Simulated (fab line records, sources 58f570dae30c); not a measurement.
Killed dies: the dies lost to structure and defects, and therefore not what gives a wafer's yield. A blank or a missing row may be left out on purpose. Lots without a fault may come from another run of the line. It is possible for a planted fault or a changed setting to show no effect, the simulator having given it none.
Problem report in the 8D (eight disciplines) form, filled by code -- flow berkeley cmos170 -- the parts of the form that need people (team, actions taken, sign-off) are left out

== 1. WHAT IS WRONG ==
ACTIVE_NITRIDE_THK at UCB170_ACTIVE_THK_MEAS_06 reads a mean of 165.8 nm on 6 wafers of 2 lots; wafers without a fault read 219.7 nm with a standard deviation of 2.8. Relative to the usual mean, that is a shift of -19 standard deviations.
First seen on wafer L473.1, day 6 07:31, on film metro-03. The record has a number at this step for 42 wafers belonging to 14 lots. By rule, "out" or "out of limits" means more than 4 standard deviations away from the usual mean. The other wafers with a number count as sound.

== 2. WHAT IT IS, AND WHAT IT ISN'T ==
question,is,is not
which readings at this step,ACTIVE_NITRIDE_THK,-
which lots,"L473, L474","L463, L465, L466, L467, L468, L469, L470, L471, L472, L483, L484, L485"
which wafers of those lots,all that have a number,-
read on which gauges,"film metro-01, film metro-03",film metro-02
when,from day 6 07:31,"up to then (27 sound wafers); but 9 sound wafers of L483, L484, L485 came after"

== 3. WHAT RULES OUT EACH SUSPECT ==
Counting: any tool at a process step up to the reading is kept as a suspect provided that every lot that is out went through it and no sound lot did after the first of them.
- the gauge at UCB170_ACTIVE_THK_MEAS_06 is ruled out. 2 gauges (film metro-01, film metro-03) read the wafers that are out.
- lpcvd-01 at UCB170_ACTIVE_CVD_05 (deposits Si3N4 from SiH2Cl2/NH3, target thk 220 nm, time 3300 s): kept. Every lot that is out went through it, starting with L473 (day 6 05:36), and after that it ran no sound lot; the last sound lot it ran before then is L472 (day 5 21:00).
The count leaves lpcvd-01 at UCB170_ACTIVE_CVD_05.

== 4. THE CAUSE (what the simulator had put in) ==
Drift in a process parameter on lpcvd-01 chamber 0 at UCB170_ACTIVE_CVD_05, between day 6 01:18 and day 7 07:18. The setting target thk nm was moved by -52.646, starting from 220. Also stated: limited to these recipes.
This tool alone remained once counting was done.

== 5. SEQUENCE OF EFFECTS, ordered by route ==
Rows list readings where the struck wafers' mean (over those with a number) sits beyond 3 standard deviations from the usual. Only readings whose record carries a usual standard deviation are examined. hours: median over the lots of the time between each lot's start at the first step of this table that gives one and its start at this step. sigmas: the change, counted in usual standard deviations.
hours,step,reading,usual,on struck wafers,change,sigmas
0,UCB170_ACTIVE_THK_MEAS_06,ACTIVE_NITRIDE_THK,219.7 nm,165.8,-53.9,-19
1,UCB170_ACTIVE_ETCH_15,oes product au,0.932 a.u.,0.798,-0.134,-10
It contains these process steps:
- UCB170_ACTIVE_ETCH_15: etches Si3N4 in CH3F/Ar/O2, stops on SiO2, target depth 242 nm, time 151 s.

== 6. HOW IT WOULD HAVE BEEN CAUGHT EARLIER ==
6 hours passed between the start of the fault at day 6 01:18 and the first reading out of limits at a measuring or inspecting step in this record, taken at day 6 07:31.
Each of the lots that are out, 2 in all, had begun UCB170_ACTIVE_CVD_05 on lpcvd-01 no later than day 6 07:31. A hold on the tool at that time would have spared none of them.
